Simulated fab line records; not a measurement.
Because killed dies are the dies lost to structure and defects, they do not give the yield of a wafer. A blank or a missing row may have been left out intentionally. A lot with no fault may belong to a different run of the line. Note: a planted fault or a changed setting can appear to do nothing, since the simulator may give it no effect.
Which tool is to blame? -- flow berkeley_cmos170 -- Sampling: 14 lots, 42 wafers, 4 of 331 route steps

WHAT THE GAUGES SHOWED, per wafer
UCB170_PLDD_OVL_MEAS_07.
lot,measured,on,PLDD_OVL (nm)
L371,day 7 15:59,overlay-02,1 -6 8
L373,day 7 16:47,overlay-02,2 8 -3
L375,day 8 15:53,overlay-02,3 -6 -5
L374,day 8 16:02,overlay-01,-3 1 -4
L379,day 9 18:13,overlay-02,3 -1 4
L380,day 9 18:28,overlay-01,-2 -8 -1
L386,day 11 14:10,overlay-01,1 1 0
L385,day 11 14:44,overlay-02,0 -1 -5
L388,day 12 03:22,overlay-01,-6 -1 6
L389,day 12 03:35,overlay-01,-5 -9 -9
L391,day 12 08:12,overlay-02,-5 5 -6
L394,day 12 18:31,overlay-01,7 -1 3
L393,day 12 18:46,overlay-01,-1 -3 -1
L392,day 12 18:54,overlay-02,6 4 -3

UCB170_CONTACT_THK_MEAS_02.
lot,measured,on,CONTACT_PSG_THK (nm)
L371,day 8 11:22,film_metro-02,697 695 690
L373,day 8 11:25,film_metro-02,705 703 705
L375,day 9 10:57,film_metro-02,691 696 693
L374,day 9 11:03,film_metro-03,695 695 691
L379,day 10 18:19,film_metro-02,766 761 762 766 761 761
L380,day 10 20:08,film_metro-02,762 767 760 763 767 761
L386,day 12 08:41,film_metro-02,704 703 701
L385,day 12 06:49,film_metro-02,695 697 705
L388,day 12 19:12,film_metro-03,697 693 697
L389,day 12 20:59,film_metro-02,694 694 695
L391,day 13 02:41,film_metro-04,703 696 699
L394,day 13 13:17,film_metro-03,691 690 682
L393,day 13 13:19,film_metro-04,698 699 702
L392,day 13 13:17,film_metro-02,700 698 701

EACH LOT AND THE TOOL THAT RAN IT (in order: tool; ch and the chambers of the sampled wafers; start)
lot,UCB170_SDANNEAL_RTA_00,UCB170_CONTACT_CVD_01
L371,"rtp_anneal-02 ch 0, day 8 06:27","lpcvd-01 ch 0, day 8 09:35"
L373,"rtp_anneal-01 ch 0, day 8 07:05","lpcvd-01 ch 0, day 8 09:35"
L375,"rtp_anneal-02 ch 0, day 9 07:50","lpcvd-02 ch 0, day 9 09:10"
L374,"rtp_anneal-01 ch 0, day 9 08:07","lpcvd-01 ch 1, day 9 09:16"
L379,"rtp_anneal-02 ch 0, day 10 15:23","lpcvd-02 ch 1, day 10 16:32"
L380,"rtp_anneal-02 ch 0, day 10 15:52","lpcvd-02 ch 0, day 10 18:19"
L386,"rtp_anneal-01 ch 0, day 12 04:46","lpcvd-01 ch 1, day 12 06:49"
L385,"rtp_anneal-01 ch 0, day 12 03:53","lpcvd-01 ch 0, day 12 05:02"
L388,"rtp_anneal-02 ch 0, day 12 16:02","lpcvd-01 ch 0, day 12 17:25"
L389,"rtp_anneal-01 ch 0, day 12 16:20","lpcvd-01 ch 1, day 12 19:11"
L391,"rtp_anneal-02 ch 0, day 12 22:50","lpcvd-01 ch 1, day 12 23:59"
L394,"rtp_anneal-01 ch 0, day 13 08:32","lpcvd-02 ch 0, day 13 11:30"
L393,"rtp_anneal-02 ch 0, day 13 08:45","lpcvd-02 ch 1, day 13 11:30"
L392,"rtp_anneal-01 ch 0, day 13 09:02","lpcvd-02 ch 1, day 13 11:30"
- UCB170_SDANNEAL_RTA_00: time 10 s.
- UCB170_CONTACT_CVD_01: deposits PSG from SiH4/O2/PH3, target thk 700 nm, time 2820 s.

WHAT THE TOOLS THEMSELVES READ (means of the sampled wafers that have a number; where no wafer has one, the mark that the record gives instead)
UCB170_SDANNEAL_RTA_00.
lot,tool,lamp_power_pct (%),wafer_temp_C_max
L371,rtp_anneal-02,24.42,904.2
L373,rtp_anneal-01,24.94,902.1
L375,rtp_anneal-02,24.41,903.7
L374,rtp_anneal-01,24.97,902.3
L379,rtp_anneal-02,24.41,903.5
L380,rtp_anneal-02,24.42,903.5
L386,rtp_anneal-01,24.95,902.1
L385,rtp_anneal-01,24.96,901.6
L388,rtp_anneal-02,24.41,902.8
L389,rtp_anneal-01,24.97,902.0
L391,rtp_anneal-02,24.41,904.1
L394,rtp_anneal-01,24.97,902.2
L393,rtp_anneal-02,24.42,903.9
L392,rtp_anneal-01,24.96,901.7

UCB170_CONTACT_CVD_01.
lot,tool,pressure_mtorr (mTorr),spike_tc_source_C (C)
L371,lpcvd-01,299.3,469.9
L373,lpcvd-01,300.1,469.9
L375,lpcvd-02,299.7,469.2
L374,lpcvd-01,299.8,465.6
L379,lpcvd-02,359.7,463.7
L380,lpcvd-02,359.9,468.3
L386,lpcvd-01,299.9,466.7
L385,lpcvd-01,300.2,469.7
L388,lpcvd-01,300.3,470.1
L389,lpcvd-01,299.4,464.6
L391,lpcvd-01,300.3,465.1
L394,lpcvd-02,300.1,468.5
L393,lpcvd-02,300.4,463.5
L392,lpcvd-02,299.3,464.1

THE ANSWER, worked out from the rows above alone
Rule: what is usual is taken from the lots themselves. Put in order of their means at a reading, lots are off if they are a third of the lots or fewer, leave a main group of 4 or more, and stand apart from it by a gap of 3 or more times the standard deviation of the main group's means; of several such gaps the widest counts. Not used: any main group whose means are identical at the precision the tables above print for the reading. A lot without any number at a reading at which 4 lots or more have one is off too. Where the step has rows for the other lots, those lots are counted as sound. Order of review: gauges by route order, followed by the tools' own readings, for which a lot's mean as printed above is used. At the first step where some lot is off, the reading lying furthest off is the one used; lots without a number count as furthest.
Off: L379, L380, at UCB170_CONTACT_THK_MEAS_02 (CONTACT_PSG_THK). Mean 697 nm and standard deviation 4.5 in the main group.
If a tool, at a process step before that reading, ran all the lots that are off and no sound lot after the first of them, it fits. The gauges at UCB170_CONTACT_THK_MEAS_02 aren't tried: what is off there is off at UCB170_CONTACT_CVD_01 too, on other tools, and a gauge's error can't cause that. None of those tried fits.

WHAT WAS PUT IN BY THE SIMULATOR
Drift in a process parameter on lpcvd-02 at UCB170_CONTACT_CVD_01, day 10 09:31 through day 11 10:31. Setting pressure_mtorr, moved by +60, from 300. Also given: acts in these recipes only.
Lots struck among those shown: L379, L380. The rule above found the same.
